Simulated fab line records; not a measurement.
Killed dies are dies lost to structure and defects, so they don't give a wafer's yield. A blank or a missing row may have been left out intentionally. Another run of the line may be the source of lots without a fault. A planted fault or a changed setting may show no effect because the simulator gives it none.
Split-lot trial + flow berkeley_cmos170 + route with 331 steps; 5 lots, 23 wafers read

## SPLIT DETAILS
At UCB170_M3_SPUTTER_01 (material Al, target thk 900 nm, time 120 s), the setting power_w was moved away from the recipe's 6000 W on 6 of the 23 wafers read, by -5.1% to -4.4%. This setting was run at the recipe's value on the other wafers.

## THE PATH FROM SPLIT TO READING: the file shows 1 step between them
- UCB170_M3_RS_MEAS_02: measures by four-point-probe

## THE READING
M3_AL_THK, in nm, at UCB170_M3_THK_MEAS_03 (measures by xrf). On this fab line, fault-free wafers typically give 896 nm with a standard deviation of 10 nm.

| wafer  | tool, chamber at the split | power_w as run, W | against the recipe | M3_AL_THK, nm | against lot-mates on the recipe |
|--------|----------------------------|-------------------|--------------------|---------------|---------------------------------|
| L079.2 | pvd_sputter-01, -          | 6000              | recipe             | 893           | -                               |
| L079.3 | pvd_sputter-01, -          | 6000              | recipe             | 896           | -                               |
| L079.6 | pvd_sputter-01, -          | 6000              | recipe             | 887           | -                               |
| L080.2 | pvd_sputter-03, -          | 6000              | recipe             | 898           | -                               |
| L080.3 | pvd_sputter-03, -          | 6000              | recipe             | 885           | -                               |
| L080.4 | pvd_sputter-03, -          | 6000              | recipe             | 887           | -                               |
| L080.5 | pvd_sputter-03, -          | 6000              | recipe             | 895           | -                               |
| L080.6 | pvd_sputter-03, -          | 6000              | recipe             | 897           | -                               |
| L083.1 | pvd_sputter-01, -          | 5694              | -5.1%              | 860           | -38                             |
| L083.2 | pvd_sputter-01, -          | 6000              | recipe             | 897           | -                               |
| L083.4 | pvd_sputter-01, -          | 5694              | -5.1%              | 837           | -60                             |
| L083.5 | pvd_sputter-01, -          | 6000              | recipe             | 898           | -                               |
| L083.6 | pvd_sputter-01, -          | 5694              | -5.1%              | 855           | -42                             |
| L084.1 | pvd_sputter-03, -          | 6000              | recipe             | 886           | -                               |
| L084.2 | pvd_sputter-03, -          | 6000              | recipe             | 896           | -                               |
| L084.3 | pvd_sputter-03, -          | 6000              | recipe             | 896           | -                               |
| L084.4 | pvd_sputter-03, -          | 6000              | recipe             | 903           | -                               |
| L084.6 | pvd_sputter-03, -          | 6000              | recipe             | 892           | -                               |
| L085.1 | pvd_sputter-04, -          | 5737              | -4.4%              | 842           | -62                             |
| L085.3 | pvd_sputter-04, -          | 5737              | -4.4%              | 859           | -45                             |
| L085.4 | pvd_sputter-04, -          | 5737              | -4.4%              | 850           | -54                             |
| L085.5 | pvd_sputter-04, -          | 6000              | recipe             | 898           | -                               |
| L085.6 | pvd_sputter-04, -          | 6000              | recipe             | 910           | -                               |

FIT RESULTS
A straight line over all 23 wafers: M3_AL_THK changes by +9.3 nm for each +1% of power_w; r = +0.94; the points scatter about the line by 7.4 nm.
The same after taking each lot's own level away (the mean of its wafers on the recipe; 23 wafers): +10.4 nm for each +1%; r = +0.95; scatter 7.4 nm.
According to that fit, moving power_w by its largest amount changes the reading by 53 nm.
Measured against the standard deviation above, the lots' own levels, which go from 892.0 to 904.0 nm, span 1.2 times it.
Hence the slope depends on the lot-to-lot level, as the two fits are not the same.
Check: with one of the wafers moved furthest among these (-5.1%) left out of the fit, the line predicts -57.2 nm for it against its lot-mates. It came out at -37.5 nm against them.

## THE OTHER SPLITS THESE WAFERS WENT THROUGH
Before the reading, these wafers also passed through other splits. Each is held against what the fit with the lots' levels taken away leaves over:
| other split on the same wafers  | wafers away from the commonest value | r with M3_AL_THK (lot level and that fit taken away) |
|---------------------------------|--------------------------------------|------------------------------------------------------|
| UCB170_M2_SPUTTER_01 power_w    | 7                                    | -0.17                                                |
| UCB170_M2_EXPOSE_12 dose_mj     | 4                                    | +0.09                                                |
| UCB170_V2_EXPOSE_09 dose_mj     | 8                                    | -0.52                                                |
| UCB170_V2_DEVELOP_11 dev_temp_c | 6                                    | +0.20                                                |

## THE WHOLE CHAIN: every reading that the file lists as answering this split, in the file's order
| step                  | what it does                               | reading                                                                     | change (the file's fit)               | r (the file's) |
|-----------------------|--------------------------------------------|-----------------------------------------------------------------------------|---------------------------------------|----------------|
| UCB170_M3_SPUTTER_01  | material Al, target thk 900 nm, time 120 s | Al_of_M3_SPUTTER_01.thk_nm (the simulator's own value, which no gauge read) | +9.96 nm for each +1% of the setting  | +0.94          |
| UCB170_M3_RS_MEAS_02  | measures by four-point-probe               | M3_AL_RS                                                                    | -0.000371 for each +1% of the setting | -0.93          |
| UCB170_M3_THK_MEAS_03 | measures by xrf                            | M3_AL_THK                                                                   | +10.5 for each +1% of the setting     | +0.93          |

## THE FILE'S OWN FIT
M3_AL_THK changes by +10.5 nm for each +1% of power_w, r = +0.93.
